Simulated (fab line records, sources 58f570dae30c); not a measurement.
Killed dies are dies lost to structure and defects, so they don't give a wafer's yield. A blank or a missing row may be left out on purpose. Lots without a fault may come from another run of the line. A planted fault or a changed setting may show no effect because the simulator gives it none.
Tool commonality check | flow berkeley_cmos170 | 14 lots, 48 wafers sampled

WHY IT WAS OPENED
At UCB170_NLDD_TW_MEAS_11 the reading NLDD_TW is flagged on 2 of 14 lots. Wafers without a fault read 2224, standard deviation 11.
Rule: a lot is flagged when every wafer of it that has a number lies more than 4 standard deviations from that mean, or none has a number. The other lots count as sound.

lot  | measured     | on            | NLDD_TW, wafer by wafer       | flag
L667 | day 7 15:14  | film_metro-01 | 2217 2208 2215                |
L666 | day 7 15:31  | film_metro-04 | 2209 2228 2215                |
L668 | day 7 15:46  | film_metro-04 | 2205 2216 2213                |
L669 | day 8 03:58  | film_metro-04 | 2217 2204 2209                |
L670 | day 8 04:20  | film_metro-01 | 2212 2195 2208                |
L673 | day 8 14:19  | film_metro-02 | 2224 2242 2230                |
L672 | day 8 15:08  | film_metro-02 | 2241 2242 2242                |
L671 | day 8 15:24  | film_metro-04 | 2211 2200 2205                |
L675 | day 9 01:22  | film_metro-02 | 2220 2239 2237                |
L677 | day 9 17:26  | film_metro-01 | 2103 2095 2097 2098 2101 2098 | FLAGGED
L676 | day 9 17:29  | film_metro-02 | 2240 2237 2231                |
L679 | day 9 17:58  | film_metro-02 | 2110 2116 2099 2110 2109 2111 | FLAGGED
L687 | day 11 18:23 | film_metro-02 | 2235 2229 2227                |
L689 | day 11 19:28 | film_metro-04 | 2207 2212 2208                |
The numbers of the flagged lots are 2104 on average: -120 against the usual, or -11 standard deviations.

WHICH TOOL RAN EACH LOT
The record holds 1 process step before the reading, out of a route of 331 steps. In each cell: the tool, then ch and the chambers that the sampled wafers went through, then the start.
lot  | flag    | UCB170_NLDD_IMPLANT_08
L667 |         | implanter-02 ch 0, day 7 14:50
L666 |         | implanter-03 ch 0, day 7 15:08
L668 |         | implanter-01 ch 0, day 7 15:23
L669 |         | implanter-01 ch 0, day 8 03:34
L670 |         | implanter-02 ch 0, day 8 03:58
L673 |         | implanter-01 ch 0, day 8 13:56
L672 |         | implanter-02 ch 0, day 8 14:46
L671 |         | implanter-03 ch 0, day 8 15:01
L675 |         | implanter-01 ch 0, day 9 00:59
L677 | FLAGGED | implanter-02 ch 0, day 9 17:02
L676 |         | implanter-03 ch 0, day 9 17:01
L679 | FLAGGED | implanter-02 ch 0, day 9 17:34
L687 |         | implanter-01 ch 0, day 11 17:59
L689 |         | implanter-01 ch 0, day 11 19:05
What these steps do:
- UCB170_NLDD_IMPLANT_08
- UCB170_NLDD_TW_MEAS_11

FLAGGED OVER TOTAL, TOOL BY TOOL (the gauges that took the reading come last)
step                   | tool          | lots run | flagged | share of the flagged lots | sound lots run after its first flagged lot
UCB170_NLDD_IMPLANT_08 | implanter-01  | 6        | 0       | none                      | -
UCB170_NLDD_IMPLANT_08 | implanter-02  | 5        | 2       | all                       | 0
UCB170_NLDD_IMPLANT_08 | implanter-03  | 3        | 0       | none                      | -
UCB170_NLDD_TW_MEAS_11 | film_metro-01 | 3        | 1       | some                      | 0
UCB170_NLDD_TW_MEAS_11 | film_metro-02 | 6        | 1       | some                      | 1 (L687)
UCB170_NLDD_TW_MEAS_11 | film_metro-04 | 5        | 0       | none                      | -

WHAT THE TABLE ALLOWS
1 row of the table ran every flagged lot: implanter-02 at UCB170_NLDD_IMPLANT_08.
- implanter-02 at UCB170_NLDD_IMPLANT_08: 2 of its 5 lots flagged. Its last sound lot is L672 (day 8 14:46), its first flagged lot L677 (day 9 17:02): a fault that began between those two fits. Its own readings lie more than 4 standard deviations out on every wafer of the flagged lots: dose_ions_cm2, faraday_current_uA.
One tool is left: implanter-02 at UCB170_NLDD_IMPLANT_08.

WHAT THE SIMULATOR HAD PUT IN
Process parameter drift: implanter-02, from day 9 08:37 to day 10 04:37, at UCB170_NLDD_IMPLANT_08. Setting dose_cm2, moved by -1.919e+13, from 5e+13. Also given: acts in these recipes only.
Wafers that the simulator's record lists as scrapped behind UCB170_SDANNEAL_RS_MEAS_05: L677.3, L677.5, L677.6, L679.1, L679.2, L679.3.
Lots struck among those shown: L677, L679. The rule above found the same.
